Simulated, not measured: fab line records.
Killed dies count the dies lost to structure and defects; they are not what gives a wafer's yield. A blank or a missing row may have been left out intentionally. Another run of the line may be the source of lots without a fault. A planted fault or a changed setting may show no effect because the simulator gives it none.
Which tool is to blame?    flow berkeley_cmos170    21 wafers from 7 lots sampled at 3 of the route's 331 steps

WHAT THE GAUGES SHOWED, per wafer
UCB170_GATE_THK_MEAS_02.
lot   measured     on             GATE_OXIDE_THK (nm)
L410  day 5 23:40  film_metro-02  6.58 6.64 6.72
L413  day 6 19:34  film_metro-04  6.63 6.57 6.63
L418  day 7 11:46  film_metro-02  6.57 6.37 6.43
L415  day 7 11:46  film_metro-04  6.45 6.54 6.45
L420  day 8 06:00  film_metro-03  0.88 0.98 1.00 0.92 0.98 1.03
L428  day 9 11:51  film_metro-03  6.51 6.66 6.45
L429  day 9 11:51  film_metro-04  6.54 6.60 6.61

TOOL THAT RAN EACH LOT (tool first, then ch and the chambers of the sampled wafers, then the start)
lot   UCB170_PWELL_STRIP_16                UCB170_GATE_OXIDATION_01
L410  plasma_asher-02 ch 0,1, day 3 07:10  furnace-02 ch 0, day 5 22:10
L413  plasma_asher-02 ch 0,1, day 4 01:06  furnace-02 ch 0, day 6 18:04
L418  plasma_asher-03 ch 0,1, day 4 15:46  furnace-04 ch 0, day 7 10:16
L415  plasma_asher-01 ch 0,1, day 4 16:02  furnace-04 ch 0, day 7 10:16
L420  plasma_asher-02 ch 0,1, day 5 12:46  furnace-04 ch 0, day 8 04:30
L428  plasma_asher-02 ch 0, day 6 23:42    furnace-02 ch 0, day 9 10:20
L429  plasma_asher-01 ch 0,1, day 7 03:33  furnace-02 ch 0, day 9 10:20
- UCB170_PWELL_STRIP_16: strips in O2.
- UCB170_GATE_OXIDATION_01: target thk 6.6 nm, ox time 1800 s.

THE ANSWER, worked out from the rows above alone
Rule: what is usual is taken from the lots themselves. Put in order of their means at a reading, lots are off if they are a third of the lots or fewer, leave a main group of 4 or more, and stand apart from it by a gap of 3 or more times the standard deviation of the main group's means; of several such gaps the widest counts. A main group is skipped when, at the precision printed for the reading in the tables above, its means are all equal. Also off: a lot with no number at a reading for which 4 or more lots have one. The other lots that the step has rows for count as sound.
Off: L420, seen at UCB170_GATE_THK_MEAS_02 (GATE_OXIDE_THK). The main group has a mean of 6.55 nm with a standard deviation of 0.068.
A tool fits if, at a process step before that reading, it ran every lot that is off, and no sound lot after the first of them. Gauges at UCB170_GATE_THK_MEAS_02: tried the same way as those tools. One fits: furnace-04 at UCB170_GATE_OXIDATION_01. A fault onset in the window from L415 (day 7 10:16, its last sound lot) to L420 (day 8 04:30, its first lot off) fits.

WHAT HAD BEEN PUT IN BY THE SIMULATOR
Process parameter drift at UCB170_GATE_OXIDATION_01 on furnace-04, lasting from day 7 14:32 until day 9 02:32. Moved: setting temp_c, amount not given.
Shown lots that were struck: L420. Same finding as the rule above.
